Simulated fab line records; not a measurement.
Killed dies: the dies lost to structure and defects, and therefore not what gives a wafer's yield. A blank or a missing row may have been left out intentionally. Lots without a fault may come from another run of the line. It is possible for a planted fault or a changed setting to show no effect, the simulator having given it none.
Split-lot trial || flow berkeley cmos170 || route with 331 steps; 5 lots, 21 wafers read

ON THE SPLIT
At UCB170_M1_METAL_ETCH_12 (etches Al in Cl2/BCl3, stops on PSG, target depth 780 nm, time 130 s), the setting icp w was moved away from the recipe's 600 W on 11 of the 21 wafers read, by +5.0% to +10.1%. For the rest of the wafers, this setting stayed at what the recipe calls for.

Reading taken at the split's own step.

THE READING
KrF_of_M1_COAT_04.thk nm (the simulator's own value, which no gauge read), in nm, at UCB170_M1_METAL_ETCH_12 (etches Al in Cl2/BCl3, stops on PSG, target depth 780 nm, time 130 s). The file gives no usual value for it. Here, 10 wafers ran the recipe; their average is 424.5 nm with a standard deviation of 8.2 nm.

{"wafer": "L074.1", "tool, chamber at the split": "rie metal-03, 1", "icp w as run, W": 600, "against the recipe": "recipe", "KrF_of_M1_COAT_04.thk nm, nm": 412.1, "against lot-mates on the recipe": "-"}
{"wafer": "L074.3", "tool, chamber at the split": "rie metal-03, 0", "icp w as run, W": 660.5, "against the recipe": "+10.1%", "KrF_of_M1_COAT_04.thk nm, nm": 381.6, "against lot-mates on the recipe": -30.1}
{"wafer": "L074.4", "tool, chamber at the split": "rie metal-03, 1", "icp w as run, W": 660.5, "against the recipe": "+10.1%", "KrF_of_M1_COAT_04.thk nm, nm": 365.6, "against lot-mates on the recipe": -46.1}
{"wafer": "L074.5", "tool, chamber at the split": "rie metal-03, 1", "icp w as run, W": 600, "against the recipe": "recipe", "KrF_of_M1_COAT_04.thk nm, nm": 411.3, "against lot-mates on the recipe": "-"}
{"wafer": "L074.6", "tool, chamber at the split": "rie metal-03, 0", "icp w as run, W": 660.5, "against the recipe": "+10.1%", "KrF_of_M1_COAT_04.thk nm, nm": 382.6, "against lot-mates on the recipe": -29.1}
{"wafer": "L075.1", "tool, chamber at the split": "rie metal-01, 0", "icp w as run, W": 600, "against the recipe": "recipe", "KrF_of_M1_COAT_04.thk nm, nm": 420.8, "against lot-mates on the recipe": "-"}
{"wafer": "L075.2", "tool, chamber at the split": "rie metal-01, 1", "icp w as run, W": 600, "against the recipe": "recipe", "KrF_of_M1_COAT_04.thk nm, nm": 435.2, "against lot-mates on the recipe": "-"}
{"wafer": "L075.4", "tool, chamber at the split": "rie metal-01, 1", "icp w as run, W": 600, "against the recipe": "recipe", "KrF_of_M1_COAT_04.thk nm, nm": 436.8, "against lot-mates on the recipe": "-"}
{"wafer": "L079.1", "tool, chamber at the split": "rie metal-04, 1", "icp w as run, W": 629.8, "against the recipe": "+5.0%", "KrF_of_M1_COAT_04.thk nm, nm": 404.4, "against lot-mates on the recipe": -21.0}
{"wafer": "L079.2", "tool, chamber at the split": "rie metal-04, 0", "icp w as run, W": 600, "against the recipe": "recipe", "KrF_of_M1_COAT_04.thk nm, nm": 427.5, "against lot-mates on the recipe": "-"}
{"wafer": "L079.4", "tool, chamber at the split": "rie metal-04, 0", "icp w as run, W": 629.8, "against the recipe": "+5.0%", "KrF_of_M1_COAT_04.thk nm, nm": 404.8, "against lot-mates on the recipe": -20.6}
{"wafer": "L079.5", "tool, chamber at the split": "rie metal-04, 1", "icp w as run, W": 629.8, "against the recipe": "+5.0%", "KrF_of_M1_COAT_04.thk nm, nm": 405.5, "against lot-mates on the recipe": -19.9}
{"wafer": "L079.6", "tool, chamber at the split": "rie metal-04, 0", "icp w as run, W": 600, "against the recipe": "recipe", "KrF_of_M1_COAT_04.thk nm, nm": 423.3, "against lot-mates on the recipe": "-"}
{"wafer": "L081.1", "tool, chamber at the split": "rie metal-04, 1", "icp w as run, W": 640.4, "against the recipe": "+6.7%", "KrF_of_M1_COAT_04.thk nm, nm": 395.7, "against lot-mates on the recipe": -24.9}
{"wafer": "L081.2", "tool, chamber at the split": "rie metal-04, 0", "icp w as run, W": 640.4, "against the recipe": "+6.7%", "KrF_of_M1_COAT_04.thk nm, nm": 395.6, "against lot-mates on the recipe": -25.0}
{"wafer": "L081.6", "tool, chamber at the split": "rie metal-04, 0", "icp w as run, W": 600, "against the recipe": "recipe", "KrF_of_M1_COAT_04.thk nm, nm": 420.6, "against lot-mates on the recipe": "-"}
{"wafer": "L084.1", "tool, chamber at the split": "rie metal-03, 0", "icp w as run, W": 600, "against the recipe": "recipe", "KrF_of_M1_COAT_04.thk nm, nm": 430.1, "against lot-mates on the recipe": "-"}
{"wafer": "L084.2", "tool, chamber at the split": "rie metal-03, 1", "icp w as run, W": 643.7, "against the recipe": "+7.3%", "KrF_of_M1_COAT_04.thk nm, nm": 384.8, "against lot-mates on the recipe": -43.7}
{"wafer": "L084.3", "tool, chamber at the split": "rie metal-03, 0", "icp w as run, W": 600, "against the recipe": "recipe", "KrF_of_M1_COAT_04.thk nm, nm": 426.9, "against lot-mates on the recipe": "-"}
{"wafer": "L084.4", "tool, chamber at the split": "rie metal-03, 1", "icp w as run, W": 643.7, "against the recipe": "+7.3%", "KrF_of_M1_COAT_04.thk nm, nm": 378, "against lot-mates on the recipe": -50.5}
{"wafer": "L084.5", "tool, chamber at the split": "rie metal-03, 0", "icp w as run, W": 643.7, "against the recipe": "+7.3%", "KrF_of_M1_COAT_04.thk nm, nm": 397.6, "against lot-mates on the recipe": -30.9}

THE FIT
A straight line over all 21 wafers: KrF_of_M1_COAT_04.thk nm changes by -4.75 nm for each +1% of icp w; r = -0.93; the points scatter about the line by 7.8 nm.
The same after taking each lot's own level away (the mean of its wafers on the recipe; 21 wafers): -4.07 nm for each +1%; r = -0.91; scatter 7.6 nm.
The reading moves by 41 nm for the largest change in icp w, on that fit.
Across the lots, their own levels run from 411.70 to 430.93 nm, a range of 2.3 times the standard deviation given above.
Thus the slope moves with the lot-to-lot level: the two fits are different.
Check: with one of the wafers moved furthest among these (+10.1%) left out of the fit, the line predicts -44.1 nm for it against its lot-mates. It came out at -30.1 nm against them.

THE FILE'S OWN FIT
KrF_of_M1_COAT_04.thk nm changes by -4.17 nm for each +1% of icp w, r = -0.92.
